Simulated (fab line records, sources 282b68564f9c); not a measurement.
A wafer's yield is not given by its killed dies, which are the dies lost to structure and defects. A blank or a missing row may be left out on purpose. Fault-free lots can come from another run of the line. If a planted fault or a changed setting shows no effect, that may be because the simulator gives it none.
Struck lot and sound lot, side by side + flow ritCmos + 14 steps out of a route of 202
Sound: these wafers, L591.3, L591.5, L591.6. Struck: wafers L604.3, L604.4, L604.5. At the end, the cause is stated.
Per side, at each step with rows, come the tool, then ch with its chambers, and then its first start. Under that, the readings that differ: sound wafers + struck wafers + difference of the means + sigmas: that difference in standard deviations of wafers without a fault.
alike: same words and numbers on both sides, and readings whose means sit less than 2 such deviations apart. not compared: any withheld reading, any reading some wafer has no value for, any bound like >300 that may hide the same value, and any number with overlapping values for which the record gives no deviation.
The two part at a step that has a row with sigmas, a row that says differs or no value, or rows on one side only. When numbers do not overlap yet have no deviation, they are printed without sigmas and do not part them. A reading missing from all wafers of one side parts the sides only when that side holds two or more wafers.

first, 1 step without rows for these wafers: RIT_GATE_CLEAN_04 (cleans in dHF, time 61.06 s).
RIT_FOX2_THK_MEAS_91:
  sound on filmMetro-04 at day 2 08:58; struck on filmMetro-04 at day 5 02:52
  alike: FIELD_OXIDE_LEFT_2_THK
then, 2 steps without rows for these wafers: RIT_GATE_OXIDATION_05 (target thk 3 nm, ox time 270 s); RIT_GATE_ANNEAL_06 (time 600 s).
RIT_GATE_THK_MEAS_07:
  sound on filmMetro-03 at day 2 10:57; struck on filmMetro-03 at day 5 04:34
  alike: GATE_OXIDE_THK
then, 1 step without rows for these wafers: RIT_GATE_CVD_08 (deposits poly-Si from SiH4, target thk 250 nm, time 2220 s).
RIT_GATE_THK_MEAS_09:
  sound on filmMetro-04 at day 2 13:51; struck on filmMetro-03 at day 5 06:14
  alike: GATE_POLY_THK
then, 5 steps without rows for these wafers: RIT_GATE_HMDS_10 (prime time 60 s); RIT_GATE_COAT_11 (resist thk 850 nm); RIT_GATE_SOFTBAKE_12 (time 60 s); RIT_GATE_EXPOSE_13 (exposes mask M6, target cd 150 nm); RIT_GATE_PEB_14.
RIT_GATE_DEVELOP_15: develop time 50 s.
  struck on lithoTrack-02, day 5 07:00; sound on lithoTrack-03 ch 0, day 2 14:00
  no value came back on the struck wafers for chillPlateTempC (C), developTimeS (s); on the sound wafers chillPlateTempC (C) reads 22.82 22.74 22.90
RIT_GATE_CD_MEAS_16 targets a cd of 150 nm.
  sound on cdSem-02 at day 2 14:57; struck on cdSem-02 at day 5 07:22
| reading   | sound             | struck | difference                    | sigmas |
|-----------|-------------------|--------|-------------------------------|--------|
| cdNm (nm) | 148.3 146.2 146.2 | - - -  | no value on the struck wafers |        |

WHERE THEY PART
Earliest at RIT_GATE_DEVELOP_15; latest, in this record, at RIT_GATE_CD_MEAS_16.

WHY: the cause the simulator had injected
Entire step skipped (lithoTrack-02, RIT_GATE_DEVELOP_15), from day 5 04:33 onward. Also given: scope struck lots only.
